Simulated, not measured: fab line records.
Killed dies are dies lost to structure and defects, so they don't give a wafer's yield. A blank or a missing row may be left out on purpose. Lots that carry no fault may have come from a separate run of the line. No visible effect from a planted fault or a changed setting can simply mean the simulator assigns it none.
A lot that was struck, set against a sound lot ; flow rit cmos ; 26 steps out of a route of 202
Sound: these wafers, L760.3, L760.4, L760.5. The struck wafers were L772.1, L772.4, L772.6. At the end, the cause is stated.
At each step with rows: each side's tool, then ch and its chambers, then its first start. Under that, the readings that differ: sound wafers ; struck wafers ; difference of the means ; sigmas: that difference in standard deviations of wafers without a fault.
alike: readings with means less than 2 such deviations apart, plus words and numbers identical on both sides. not compared: withheld readings, readings lacking a value on some wafer, bounds such as >300 that could conceal the same value, and numbers that have no deviation in the record and whose values overlap.
A row with sigmas, a row that says differs or no value, or rows on one side alone: a step with any of these is where the two part. When numbers do not overlap yet have no deviation, they are printed without sigmas and do not part them. A reading that every wafer of one side lacks parts them only if that side has two wafers or more.

first, 2 steps without rows for these wafers: RIT_REOX_CLEAN_02 (cleans in SC2, time 600 s); RIT_REOX_OXIDATION_03 (target thk 25.2 nm, ox time 5580 s).
RIT_REOX_THK_MEAS_04:
  sound on film metro-04 at day 3 13:13; struck on film metro-03 at day 5 23:41
  alike: REOX_OXIDE_THK
then, 6 steps without rows for these wafers: RIT_NLDD_HMDS_00 (prime time 60 s); RIT_NLDD_COAT_01 (resist thk 1000 nm); RIT_NLDD_SOFTBAKE_02 (time 60 s); RIT_NLDD_EXPOSE_03 (exposes mask M7, target cd 40700 nm); RIT_NLDD_PEB_04; RIT_NLDD_DEVELOP_05 (develop time 50 s).
RIT_NLDD_OVL_MEAS_06:
  sound on overlay-01 at day 3 14:07; struck on overlay-02 at day 6 00:55
  alike: NLDD_OVL
then, 2 steps without rows for these wafers: RIT_NLDD_HARDBAKE_07 (time 60 s); RIT_NLDD_IMPLANT_08.
RIT_NLDD_STRIP_09: strips in O2, time 180 s.
  sound on plasma asher-03 ch 0,1, day 3 14:30; struck on plasma asher-04 ch 0,1, day 6 01:15
  no value came back on the struck wafers for chamber pressure mTorr (mTorr), drypump motor current A (A); on the sound wafers chamber pressure mTorr (mTorr) reads 4005 4000 4004
reading;sound;struck;difference;sigmas
model.NOVOLAK_of_NLDD_COAT_01.thk nm (nm);0 0 0;886.7 885 885.6;+885.8;
  not compared: rf hours counter h
RIT_NLDD_TW_MEAS_10:
  sound on film metro-03 at day 3 14:38; struck on film metro-02 at day 6 01:25
  alike: NLDD_TW
then, 6 steps without rows for these wafers: RIT_PLDD_HMDS_00 (prime time 60 s); RIT_PLDD_COAT_01 (resist thk 1000 nm); RIT_PLDD_SOFTBAKE_02 (time 60 s); RIT_PLDD_EXPOSE_03 (exposes mask M8, target cd 40900 nm); RIT_PLDD_PEB_04; RIT_PLDD_DEVELOP_05 (develop time 50 s).
RIT_PLDD_OVL_MEAS_06:
  sound on overlay-02 at day 3 15:32; struck on overlay-02 at day 6 02:20
  alike: PLDD_OVL
then, 2 steps without rows for these wafers: RIT_PLDD_HARDBAKE_07 (time 60 s); RIT_PLDD_IMPLANT_08.
RIT_PLDD_STRIP_09: strips in O2, time 180 s.
  sound on plasma asher-04 ch 0,1, day 3 15:55; struck on plasma asher-01 ch 0,1, day 6 02:40
  alike: chamber pressure mTorr, drypump motor current A
  not compared: rf hours counter h
RIT_PLDD_TW_MEAS_10:
  sound on film metro-03 at day 3 16:03; struck on film metro-02 at day 6 02:50
reading;sound;struck;difference;sigmas
PLDD_TW;2305 2299 2309;30 30 30;-2274;-99 or more
then, 1 step without rows for these wafers: RIT_SPACER_CLEAN_00 (cleans in SC1, time 574.3 s).

== WHERE THEY PART ==
Earliest at RIT_NLDD_STRIP_09; latest, in this record, at RIT_PLDD_TW_MEAS_10.

WHY: the cause the simulator had injected
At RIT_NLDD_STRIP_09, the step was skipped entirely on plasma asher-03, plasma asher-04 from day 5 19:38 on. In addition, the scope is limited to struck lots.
